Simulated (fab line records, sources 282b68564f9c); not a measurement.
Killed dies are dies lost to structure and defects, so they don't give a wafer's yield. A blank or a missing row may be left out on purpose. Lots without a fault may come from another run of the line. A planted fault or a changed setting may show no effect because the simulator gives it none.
fab line records | flow rit_cmos | part 1 of 2: steps 1 to 26 of 36
record lots=5 wafers=15 last_day=7
route steps=202 shown NLDD@111 PLDD@114 SPACER@125 NSD@131 PSD@142
lots that met no fault: from a run of the same line without faults
start_h: hours from the record's first day to the start of the lot's first wafer shown | wait_h: hours since the lot's step before | " the same as in the row above | L1.1+2: a row that stands for several wafers | - no value, or no start given | * or withheld: withheld | < > ~ a bound
route shown NAME@n: a module of which the file shows steps, and the number in the route of the first | usual: mean/standard deviation of fault-free wafers | same: alike in all rows | chamber/n: place in a boat | sites: the reading at each site | _std_site: their standard deviation | _edge_site: outer sites' mean less inner sites' | radius_mm: how far each site lies from the wafer's centre | mask NAME#n: copy n | behind: the tool/chamber that last shaped the wafer | hold: why the lot was held/for how many hours/how that ended | device: the transistor (n, p or np) that didn't switch | end of line: the same wafers' tests at the end of the route | a step without rows: its recipe alone | killed: dies lost to structure and defects at the first sort, not the wafer's yield | map: a wafer's dies, x killed, . not, _ none there
set.NAME: the setting as run; set.NAME@STEP: as run at that earlier step | model.NAME: the simulator's own value behind a step, which no gauge read
lots at some steps of the route; a table a step, a row a wafer
services: from which hour (start_h, from the record's first day; less than 0 if before it) a tool's chamber was out of use, for how many hours, and why
## steps
# step RIT_NLDD_IMPLANT_08
# recipe species=P energy_kev=20 dose_cm2=5e+14 tilt_deg=7
# usual dose_ions_cm2=5e+14/5.4e+11
# columns lot.wafer tool chamber start_h wait_h dose_ions_cm2
L076.1 implanter-03 0 61.88 0.1 5.008e+14
L076.2 " 0 " " 5.005e+14
L076.3 " 0 " " 5.004e+14
L080.2 implanter-01 0 80.39 0.1 5e+14
L080.3 " 0 " " 5.003e+14
L080.4 " 0 " " 5.004e+14
L084.1 implanter-03 0 96.14 0.1 5.009e+14
L084.2 " 0 " " 5.001e+14
L084.4 " 0 " " 5.003e+14
L095.4 implanter-01 0 150.44 0.1 4.999e+14
L095.5 " 0 " " 4.994e+14
L095.6 " 0 " " 5.005e+14
L096.1 implanter-03 0 156.69 0.1 5.003e+14
L096.4 " 0 " " 5.001e+14
L096.5 " 0 " " 5.007e+14
# step RIT_NLDD_STRIP_09
# recipe chemistry=O2 time_s=180 resist=NOVOLAK platen_temp_c=withheld power_w=500 pressure_mtorr=4000 o2_flow_sccm=4000
# usual drypump_motor_current_A=5.80/0.29 o2_flow_sccm=3999/11
# same time_s=180
# columns lot.wafer tool chamber start_h wait_h drypump_motor_current_A o2_flow_sccm rf_hours_counter_h
L076.1 plasma_asher-03 0 62.03 0.1 5.91 3990 41
L076.2 " 1 " " 6.16 3998 41
L076.3 " 1 " " 6.14 4025 -
L080.2 plasma_asher-01 0 80.52 0.1 5.21 4018 45
L080.3 " 1 " " 6.02 3989 -
L080.4 " 0 " " 5.23 4011 -
L084.1 plasma_asher-03 0 96.29 0.1 5.87 4007 45
L084.2 " 1 " " 6.15 4013 45
L084.4 " 1 " " 6.15 4008 -
L095.4 plasma_asher-01 1 150.58 0.1 6.02 4004 -
L095.5 " 1 " " 6.01 4025 -
L095.6 " 0 " " 5.20 3994 -
L096.1 plasma_asher-03 0 156.84 0.1 5.90 3991 4
L096.4 " 1 " " 6.15 3978 -
L096.5 " 1 " " 6.16 3984 -
# step RIT_NLDD_TW_MEAS_10
# usual NLDD_TW=2510/14
# columns lot.wafer tool chamber start_h wait_h NLDD_TW
L076.1 film_metro-04 - 62.21 0.1 2512
L076.2 " - " " 2517
L076.3 " - " " 2500
L080.2 film_metro-01 - 80.70 0.1 2516
L080.3 " - " " 2501
L080.4 " - " " 2504
L084.1 film_metro-04 - 96.46 0.1 2492
L084.2 " - " " 2496
L084.4 " - " " 2498
L095.4 film_metro-02 - 150.72 0.1 2525
L095.5 " - " " 2520
L095.6 " - " " 2521
L096.1 film_metro-02 - 157.01 0.1 2515
L096.4 " - " " 2513
L096.5 " - " " 2523
# step RIT_PLDD_HMDS_00
# recipe prime_time_s=60 prime_temp_c=140
# usual resist_line_temp_C=23.02/0.11
# columns lot.wafer tool chamber start_h wait_h resist_line_temp_C
L076.1 litho_track-03 0 62.27 0.1 23.02
L076.2 " 0 " " 23.30
L076.3 " 0 " " 23.12
L080.2 litho_track-03 0 80.78 0.1 22.84
L080.3 " 0 " " 22.98
L080.4 " 0 " " 22.90
L084.1 litho_track-02 0 96.52 0.1 23.06
L084.2 " 0 " " 23.11
L084.4 " 0 " " 23.05
L095.4 litho_track-02 0 150.83 0.1 22.71
L095.5 " 0 " " 23.02
L095.6 " 0 " " 22.92
L096.1 litho_track-02 0 157.07 0.1 23.09
L096.4 " 0 " " 22.96
L096.5 " 0 " " 23.09
# step RIT_PLDD_COAT_01
# recipe resist=NOVOLAK spin_rpm=3276 resist_thk_nm=1000
# usual resist_line_temp_C=23.02/0.088
# columns lot.wafer tool chamber start_h wait_h resist_line_temp_C
L076.1 litho_track-03 0 62.42 0.1 23.14
L076.2 " 0 " " 23.01
L076.3 " 0 " " 22.93
L080.2 litho_track-03 0 80.93 0.1 22.95
L080.3 " 0 " " 22.99
L080.4 " 0 " " 23.00
L084.1 litho_track-02 0 96.67 0.1 23.17
L084.2 " 0 " " 23.26
L084.4 " 0 " " 23.11
L095.4 litho_track-02 0 150.98 0.1 22.90
L095.5 " 0 " " 23.02
L095.6 " 0 " " 22.91
L096.1 litho_track-02 0 157.22 0.1 23.08
L096.4 " 0 " " 23.12
L096.5 " 0 " " 23.07
# step RIT_PLDD_SOFTBAKE_02
# recipe resist=NOVOLAK temp_c=90 time_s=60
# usual plate_temp_C=89.99/0.12 resist_line_temp_C=23.02/0.1
# same time_s=60
# columns lot.wafer tool chamber start_h wait_h plate_temp_C resist_line_temp_C
L076.1 litho_track-03 0 62.57 0.1 90.03 23.05
L076.2 " 0 " " 90.03 23.03
L076.3 " 0 " " 90.00 22.96
L080.2 litho_track-03 0 81.08 0.1 90.03 22.89
L080.3 " 0 " " 89.99 22.93
L080.4 " 0 " " 90.03 22.81
L084.1 litho_track-02 0 96.82 0.1 90.10 23.05
L084.2 " 0 " " 90.21 23.04
L084.4 " 0 " " 89.94 23.05
L095.4 litho_track-02 0 151.13 0.1 89.75 23.06
L095.5 " 0 " " 89.90 23.10
L095.6 " 0 " " 89.78 23.07
L096.1 litho_track-02 0 157.37 0.1 90.02 22.99
L096.4 " 0 " " 90.00 22.81
L096.5 " 0 " " 90.14 23.08
# step RIT_PLDD_EXPOSE_03
# recipe mask_id=M8 na=0.57 target_cd_nm=40900 dose_mj=250
# same na=0.57
# columns lot.wafer tool chamber start_h wait_h mask
L076.1+2+3 iline_stepper-01 0 62.72 0.1 M8#0
L080.2+3+4 iline_stepper-02 0 81.22 0.1 M8#0
L084.1+2+4 iline_stepper-02 0 96.97 0.1 M8#0
L095.4+5+6 iline_stepper-02 0 151.39 0.2 M8#0
L096.1+4+5 iline_stepper-01 0 157.65 0.2 M8#0
# step RIT_PLDD_PEB_04
# recipe resist=NOVOLAK temp_c=withheld time_s=withheld
# usual resist_line_temp_C=*
# columns lot.wafer tool chamber start_h wait_h resist_line_temp_C
L076.1 litho_track-02 0 62.83 0.1 *
L076.2 " 0 " " *
L076.3 " 0 " " *
L080.2 litho_track-02 0 81.34 0.1 *
L080.3 " 0 " " *
L080.4 " 0 " " *
L084.1 litho_track-02 0 97.09 0.1 *
L084.2 " 0 " " *
L084.4 " 0 " " *
L095.4 litho_track-02 0 151.63 0.2 *
L095.5 " 0 " " *
L095.6 " 0 " " *
L096.1 litho_track-04 0 157.77 0.1 *
L096.4 " 0 " " *
L096.5 " 0 " " *
# step RIT_PLDD_DEVELOP_05
# recipe resist=NOVOLAK develop_time_s=50 dev_temp_c=23
# usual resist_line_temp_C=22.98/0.1
# columns lot.wafer tool chamber start_h wait_h resist_line_temp_C
L076.1 litho_track-02 0 - - 22.92
L076.2 " 0 " " 22.94
L076.3 " 0 " " 22.98
L080.2 litho_track-02 0 - - 22.93
L080.3 " 0 " " 22.84
L080.4 " 0 " " 23.19
L084.1 litho_track-02 0 - - 23.00
L084.2 " 0 " " 22.87
L084.4 " 0 " " 23.03
L095.4 litho_track-02 0 - - 23.05
L095.5 " 0 " " 23.00
L095.6 " 0 " " 22.97
L096.1 litho_track-04 0 - - 22.97
L096.4 " 0 " " 23.02
L096.5 " 0 " " 23.17
# step RIT_PLDD_OVL_MEAS_06
# usual PLDD_OVL=0.9/1.5
# columns lot.wafer tool chamber start_h wait_h PLDD_OVL[nm]
L076.1 overlay-01 - 63.12 - 2.9
L076.2 " - " " 2.0
L076.3 " - " " 1.2
L080.2 overlay-01 - 81.61 - 2.4
L080.3 " - " " 0.6
L080.4 " - " " 2.4
L084.1 overlay-01 - 97.37 - 2.0
L084.2 " - " " 2.1
L084.4 " - " " 2.0
L095.4 overlay-02 - 151.85 - -2.8
L095.5 " - " " -2.8
L095.6 " - " " -1.3
L096.1 overlay-02 - 158.05 - 3.0
L096.4 " - " " 1.9
L096.5 " - " " 1.0
# step RIT_PLDD_HARDBAKE_07
# recipe resist=NOVOLAK temp_c=140 time_s=60
# usual plate_temp_C=140.02/0.14 resist_line_temp_C=23.02/0.1
# same time_s=60
# columns lot.wafer tool chamber start_h wait_h plate_temp_C resist_line_temp_C
L076.1 litho_track-03 0 63.15 0.0 139.83 23.02
L076.2 " 0 " " 139.98 23.06
L076.3 " 0 " " 139.97 22.93
L080.2 litho_track-04 0 81.66 0.0 140.00 23.03
L080.3 " 0 " " 140.00 23.07
L080.4 " 0 " " 140.06 22.86
L084.1 litho_track-03 0 97.41 0.0 139.92 23.08
L084.2 " 0 " " 140.02 22.98
L084.4 " 0 " " 139.96 22.91
L095.4 litho_track-02 0 151.95 0.1 140.01 22.97
L095.5 " 0 " " 140.07 22.90
L095.6 " 0 " " 140.06 23.03
L096.1 litho_track-03 0 158.08 0.0 139.81 22.97
L096.4 " 0 " " 140.03 23.13
L096.5 " 0 " " 140.10 22.86
# step RIT_PLDD_IMPLANT_08
# recipe species=BF2 energy_kev=20 dose_cm2=9e+14 tilt_deg=7
# usual dose_ions_cm2=9.001e+14/1.1e+12
# columns lot.wafer tool chamber start_h wait_h dose_ions_cm2
L076.1 implanter-01 0 63.30 0.1 9.011e+14
L076.2 " 0 " " 8.999e+14
L076.3 " 0 " " 9.013e+14
L080.2 implanter-02 0 81.81 0.1 9.014e+14
L080.3 " 0 " " 8.999e+14
L080.4 " 0 " " 9.01e+14
L084.1 implanter-01 0 97.56 0.1 9.006e+14
L084.2 " 0 " " 9.014e+14
L084.4 " 0 " " 9.003e+14
L095.4 implanter-02 0 152.10 0.1 8.991e+14
L095.5 " 0 " " 8.995e+14
L095.6 " 0 " " 8.993e+14
L096.1 implanter-02 0 158.23 0.1 8.991e+14
L096.4 " 0 " " 8.996e+14
L096.5 " 0 " " 9.003e+14
# step RIT_PLDD_STRIP_09
# recipe chemistry=O2 time_s=180 resist=NOVOLAK platen_temp_c=withheld power_w=500 pressure_mtorr=4000 o2_flow_sccm=4181
# usual drypump_motor_current_A=5.69/0.29 o2_flow_sccm=4182/11
# same time_s=180
# columns lot.wafer tool chamber start_h wait_h drypump_motor_current_A o2_flow_sccm rf_hours_counter_h
L076.1 plasma_asher-01 1 63.45 0.1 6.01 4173 43
L076.2 " 0 " " 5.21 4189 43
L076.3 " 0 " " 5.20 4197 -
L080.2 plasma_asher-02 0 81.94 0.1 5.78 4206 30
L080.3 " 1 " " 5.34 4194 -
L080.4 " 0 " " 5.80 4178 -
L084.1 plasma_asher-01 1 97.71 0.1 6.02 4162 46
L084.2 " 0 " " 5.21 4173 46
L084.4 " 1 " " 6.02 4176 -
L095.4 plasma_asher-04 1 152.23 0.1 5.57 4178 -
L095.5 " 1 " " 5.60 4189 -
L095.6 " 0 " " 5.99 4173 -
L096.1 plasma_asher-04 1 158.38 0.1 5.58 4187 49
L096.4 " 0 " " 5.99 4182 -
L096.5 " 1 " " 5.58 4174 -
# step RIT_PLDD_TW_MEAS_10
# usual PLDD_TW=2364/12
# columns lot.wafer tool chamber start_h wait_h PLDD_TW
L076.1 film_metro-01 - 63.63 0.1 2354
L076.2 " - " " 2359
L076.3 " - " " 2359
L080.2 film_metro-02 - 82.12 0.1 2375
L080.3 " - " " 2362
L080.4 " - " " 2387
L084.1 film_metro-04 - 97.88 0.1 2365
L084.2 " - " " 2360
L084.4 " - " " 2353
L095.4 film_metro-04 - 152.38 0.1 2343
L095.5 " - " " 2352
L095.6 " - " " 2357
L096.1 film_metro-01 - 158.56 0.1 2360
L096.4 " - " " 2376
L096.5 " - " " 2355
# step RIT_SPACER_CLEAN_00
# recipe chemistry=SC1 mix=3:3:50 time_s=600 temp_c=75
# same time_s=600
# columns lot.wafer tool chamber start_h wait_h
L076.1+2+3 wet_bench-03 2 63.69 0.1
L080.2+3+4 wet_bench-01 1 82.17 0.0
L084.1+2+4 wet_bench-02 3 97.94 0.1
L095.4+5+6 wet_bench-01 2 152.41 0.0
L096.1+4+5 wet_bench-01 3 158.62 0.1
# step RIT_SPACER_CLEAN_01
# recipe chemistry=dHF dilution=50:1 time_s=30
# same time_s=30
# columns lot.wafer tool chamber start_h wait_h
L076.1+2+3 wet_bench-01 0 63.86 0.0
L080.2+3+4 wet_bench-01 1 82.36 0.0
L084.1+2+4 wet_bench-01 2 98.12 0.0
L095.4+5+6 wet_bench-02 3 152.58 0.0
L096.1+4+5 wet_bench-02 3 158.79 0.0
# step RIT_SPACER_CLEAN_02
# recipe chemistry=SC2 mix=3:3:50 time_s=600 temp_c=75 dry=n2_spin
# same time_s=600
# columns lot.wafer tool chamber start_h wait_h
L076.1+2+3 wet_bench-03 0 63.88 0.0
L080.2+3+4 wet_bench-01 1 82.38 0.0
L084.1+2+4 wet_bench-03 1 98.14 0.0
L095.4+5+6 wet_bench-01 0 152.60 0.0
L096.1+4+5 wet_bench-03 1 158.83 0.0
# step RIT_SPACER_CVD_03
# recipe material=Si3N4 target_thk_nm=250 temp_c=810 precursor=SiH2Cl2/NH3 time_s=3300 pressure_mtorr=300 sih2cl2_flow_sccm=60 nh3_flow_sccm=150
# usual pressure_mtorr=300.0/0.65
# same time_s=3300
# columns lot.wafer tool chamber start_h wait_h pressure_mtorr
L076.1 lpcvd-01 1 64.06 0.0 300.1
L076.2 " 1 " " 301.2
L076.3 " 1 " " 300.2
L080.2 lpcvd-02 1 82.57 0.0 299.2
L080.3 " 1 " " 299.8
L080.4 " 1 " " 300.6
L084.1 lpcvd-01 1 98.31 0.0 300.3
L084.2 " 1 " " 300.0
L084.4 " 1 " " 299.1
L095.4 lpcvd-02 0 152.77 0.0 299.4
L095.5 " 0 " " 299.5
L095.6 " 0 " " 300.9
L096.1 lpcvd-01 1 159.18 0.0 300.2
L096.4 " 1 " " 300.8
L096.5 " 1 " " 299.8
# step RIT_SPACER_THK_MEAS_04
# recipe reads=Si3N4_of_SPACER_CVD_03
# usual SPACER_NITRIDE_THK=251.5/2.1
# columns lot.wafer tool chamber start_h wait_h SPACER_NITRIDE_THK[nm]
L076.1 film_metro-02 - 65.97 0.0 253.3
L076.2 " - " " 253.4
L076.3 " - " " 253.5
L080.2 film_metro-02 - 84.50 0.0 251.9
L080.3 " - " " 253.0
L080.4 " - " " 250.4
L084.1 film_metro-02 - 100.23 0.0 252.5
L084.2 " - " " 253.5
L084.4 " - " " 256.5
L095.4 film_metro-02 - 154.72 0.0 251.0
L095.5 " - " " 252.3
L095.6 " - " " 252.2
L096.1 film_metro-02 - 161.09 0.0 249.2
L096.4 " - " " 251.7
L096.5 " - " " 249.9
# step RIT_SPACER_ETCHBACK_05
# recipe target_depth_a=2500 SF6_flow_sccm=30 CHF3_flow_sccm=30 target=Si3N4 chemistry=SF6/CHF3 pressure_mtorr=40 rf_w=250 time_s=240 stop_on=SiO2
# usual SF6_flow_sccm=29.99/0.085 drypump_motor_current_A=5.6/0.52 oes_product_au=0.845/0.016 throttle_valve_pct=10.30/0.14
# same time_s=240
# columns lot.wafer tool chamber start_h wait_h SF6_flow_sccm drypump_motor_current_A oes_product_au rf_hours_counter_h throttle_valve_pct
L076.1 rie_diel-02 1 66.03 0.1 30.17 5.9 0.846 7 10.38
L076.2 " 0 " " 30.10 6.2 0.863 141 10.49
L076.3 " 3 " " 29.86 6.2 0.849 14 10.04
L080.2 rie_diel-04 0 84.55 0.0 30.11 5.7 0.842 75 10.29
L080.3 " 3 " " 29.95 4.7 0.868 105 10.06
L080.4 " 1 " " 29.93 5.7 0.840 158 10.27
L084.1 rie_diel-01 3 100.29 0.1 29.86 5.8 0.830 8 10.30
L084.2 " 2 " " 30.07 5.8 0.857 6 10.38
L084.4 " 0 " " 30.00 6.5 0.851 2 10.33
L095.4 rie_diel-04 0 154.75 0.0 30.03 5.7 0.836 76 10.30
L095.5 " 1 " " 29.92 5.7 0.865 - 10.27
L095.6 " 2 " " 30.03 5.1 0.868 - 10.35
L096.1 rie_diel-02 2 161.15 0.1 30.02 4.8 0.830 77 10.37
L096.4 " 3 " " 30.03 6.2 0.843 16 10.03
L096.5 " 0 " " 29.89 6.2 0.864 - 10.47
# step RIT_NSD_HMDS_00
# recipe prime_time_s=60 prime_temp_c=140
# usual resist_line_temp_C=23.02/0.1
# columns lot.wafer tool chamber start_h wait_h resist_line_temp_C
L076.1 litho_track-01 0 66.18 0.1 22.81
L076.2 " 0 " " 22.91
L076.3 " 0 " " 22.98
L080.2 litho_track-01 0 84.72 0.1 22.90
L080.3 " 0 " " 22.96
L080.4 " 0 " " 22.98
L084.1 litho_track-01 0 100.44 0.1 23.04
L084.2 " 0 " " 23.00
L084.4 " 0 " " 23.00
L095.4 litho_track-01 0 154.98 0.1 22.96
L095.5 " 0 " " 22.90
L095.6 " 0 " " 22.90
L096.1 litho_track-04 0 161.40 0.2 23.00
L096.4 " 0 " " 22.93
L096.5 " 0 " " 22.95
# step RIT_NSD_COAT_01
# recipe resist=NOVOLAK spin_rpm=3250 resist_thk_nm=1000
# usual resist_line_temp_C=23.02/0.1
# columns lot.wafer tool chamber start_h wait_h resist_line_temp_C
L076.1 litho_track-01 0 66.33 0.1 23.09
L076.2 " 0 " " 22.88
L076.3 " 0 " " 22.94
L080.2 litho_track-01 0 84.87 0.1 23.04
L080.3 " 0 " " 23.00
L080.4 " 0 " " 23.02
L084.1 litho_track-01 0 100.59 0.1 23.05
L084.2 " 0 " " 22.97
L084.4 " 0 " " 23.03
L095.4 litho_track-01 0 155.13 0.1 23.00
L095.5 " 0 " " 23.16
L095.6 " 0 " " 23.05
L096.1 litho_track-04 0 161.55 0.1 23.21
L096.4 " 0 " " 23.09
L096.5 " 0 " " 23.12
# step RIT_NSD_SOFTBAKE_02
# recipe resist=NOVOLAK temp_c=90 time_s=60
# usual plate_temp_C=90.01/0.12 resist_line_temp_C=23.00/0.099
# same time_s=60
# columns lot.wafer tool chamber start_h wait_h plate_temp_C resist_line_temp_C
L076.1 litho_track-01 0 66.48 0.1 90.07 22.95
L076.2 " 0 " " 90.14 22.91
L076.3 " 0 " " 90.25 23.12
L080.2 litho_track-01 0 85.02 0.1 89.99 23.19
L080.3 " 0 " " 90.06 22.98
L080.4 " 0 " " 90.01 22.94
L084.1 litho_track-01 0 100.74 0.1 89.90 22.91
L084.2 " 0 " " 90.00 23.06
L084.4 " 0 " " 90.15 22.90
L095.4 litho_track-01 0 155.28 0.1 89.93 22.96
L095.5 " 0 " " 90.17 23.11
L095.6 " 0 " " 90.04 23.01
L096.1 litho_track-04 0 161.70 0.1 89.74 23.02
L096.4 " 0 " " 89.90 23.03
L096.5 " 0 " " 90.03 23.04
# step RIT_NSD_EXPOSE_03
# recipe mask_id=M9 na=0.57 target_cd_nm=40700 dose_mj=250
# same na=0.57
# columns lot.wafer tool chamber start_h wait_h mask
L076.1+2+3 iline_stepper-01 0 66.63 0.1 M9#0
L080.2+3+4 iline_stepper-02 0 85.17 0.1 M9#0
L084.1+2+4 iline_stepper-01 0 100.89 0.1 M9#0
L095.4+5+6 iline_stepper-02 0 155.41 0.1 M9#0
L096.1+4+5 iline_stepper-02 0 161.85 0.1 M9#0
# step RIT_NSD_PEB_04
# recipe resist=NOVOLAK temp_c=withheld time_s=withheld
# usual resist_line_temp_C=*
# columns lot.wafer tool chamber start_h wait_h resist_line_temp_C
L076.1 litho_track-04 0 66.75 0.1 *
L076.2 " 0 " " *
L076.3 " 0 " " *
L080.2 litho_track-01 0 85.29 0.1 *
L080.3 " 0 " " *
L080.4 " 0 " " *
L084.1 litho_track-03 0 101.01 0.1 *
L084.2 " 0 " " *
L084.4 " 0 " " *
L095.4 litho_track-01 0 155.54 0.1 *
L095.5 " 0 " " *
L095.6 " 0 " " *
L096.1 litho_track-01 0 161.97 0.1 *
L096.4 " 0 " " *
L096.5 " 0 " " *
# step RIT_NSD_DEVELOP_05
# recipe resist=NOVOLAK develop_time_s=50 dev_temp_c=23
# usual resist_line_temp_C=22.98/0.1
# columns lot.wafer tool chamber start_h wait_h resist_line_temp_C
L076.1 litho_track-04 0 - - 23.17
L076.2 " 0 " " 23.00
L076.3 " 0 " " 23.14
L080.2 litho_track-01 0 - - 22.94
L080.3 " 0 " " 23.06
L080.4 " 0 " " 22.95
L084.1 litho_track-03 0 - - 22.93
L084.2 " 0 " " 22.87
L084.4 " 0 " " 22.84
L095.4 litho_track-01 0 - - 23.09
L095.5 " 0 " " 23.01
L095.6 " 0 " " 22.92
L096.1 litho_track-01 0 - - 22.94
L096.4 " 0 " " 22.94
L096.5 " 0 " " 23.01
